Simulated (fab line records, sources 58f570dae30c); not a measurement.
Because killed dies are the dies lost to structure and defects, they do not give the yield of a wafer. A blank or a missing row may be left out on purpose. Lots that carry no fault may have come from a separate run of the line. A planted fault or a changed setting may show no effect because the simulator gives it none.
8D (eight disciplines) problem report, filled in by code | flow berkeleyCmos170 | the parts of the form that need people (team, actions taken, sign-off) are left out

1. PROBLEM STATEMENT
Mean of stripTimeToEndpointS at UCB170_V1_STRIP_15: 21.62 s across 6 wafers in 2 lots; on wafers with no fault it is 15.24 s (standard deviation 0.15). Measured from the usual mean, that is +43 standard deviations.
The step: strips in O2.
Seen first at day 10 02:40 on plasmaAsher-03, wafer L863.1. The record has a number at this step for 42 wafers belonging to 14 lots. Rule for "out", or "out of limits": more than 4 standard deviations from the usual mean. The rest of the wafers with a number are treated as sound.

2. WHAT IT IS, WHAT IT ISN'T
question                    | is                     | is not
which readings at this step | stripTimeToEndpointS   | drypumpMotorCurrentA
which lots                  | L860, L863             | L854, L858, L862, L864, L867, L868, L870, L871, L873, L874, L876, L877
which wafers of those lots  | all that have a number | -
read on which tools         | plasmaAsher-03         | plasmaAsher-01, plasmaAsher-02
when                        | from day 10 02:40      | up to then (9 sound wafers); but 27 sound wafers of L864, L867, L868, L870, L871, L873, L874, L876, L877 came after

3. THE SUSPECTS, EACH WITH WHAT RULES IT OUT
Counting: a tool at any process step up to the reading remains a suspect when it ran all the lots that are out and ran no sound lot after the first of those.
- rieDiel-04 at UCB170_V1_ETCH_14 (etches SiO2 in CHF3/CF4/Ar, stops on Al, target depth 1250 nm, time 299.3 s): ruled out as a lasting fault. The sound lots L867, L876 went through it after L863, its earliest lot that is out (day 10 02:29).
- plasmaAsher-03 at UCB170_V1_STRIP_15 (strips in O2): kept. Every lot that is out went through it, starting with L863 (day 10 02:40), and after that it ran no sound lot; the last sound lot it ran before then is L858 (day 9 00:28). Its own stripTimeToEndpointS readings are out on those wafers.
Left after counting: plasmaAsher-03 at UCB170_V1_STRIP_15.

4. THE CAUSE (what the simulator had put in)
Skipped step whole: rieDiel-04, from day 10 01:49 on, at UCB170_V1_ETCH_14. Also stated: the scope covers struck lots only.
It was ruled out by counting, in error; the rule expects a fault to strike all lots run on its tool from its start on, and this fault did not.

5. THE CHAIN OF EFFECTS, in route order
Rows list readings where the struck wafers' mean (over those with a number) sits beyond 3 standard deviations from the usual. Readings are gone through only where the record gives a usual standard deviation; hours: the median, over the lots, of the time from a lot's start at the first step in this table giving one to that lot's start at this step; sigmas: the change measured in usual standard deviations.
hours | step               | reading              | usual   | on struck wafers | change | sigmas
0     | UCB170_V1_STRIP_15 | stripTimeToEndpointS | 15.24 s | 21.62            | +6.38  | +43
Its process steps:
- UCB170_V1_STRIP_15: strips in O2.
Readings that are blank on the struck wafers while sound wafers have them: CHF3_flow_sccm at UCB170_V1_ETCH_14; cf4FlowSccm at UCB170_V1_ETCH_14; drypumpMotorCurrentA at UCB170_V1_ETCH_14; oesProductAu at UCB170_V1_ETCH_14; throttleValvePct at UCB170_V1_ETCH_14; cdNm at UCB170_V1_CD_MEAS_90.

6. HOW IT WOULD HAVE BEEN CAUGHT EARLIER
In this record the first reading out of limits was taken at day 10 02:40, 1 hour after the fault began at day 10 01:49.
At UCB170_V1_ETCH_14 the tool's readings are blank on the struck wafers, where sound wafers have them: an empty tool record is the first sign, and it was there at once.
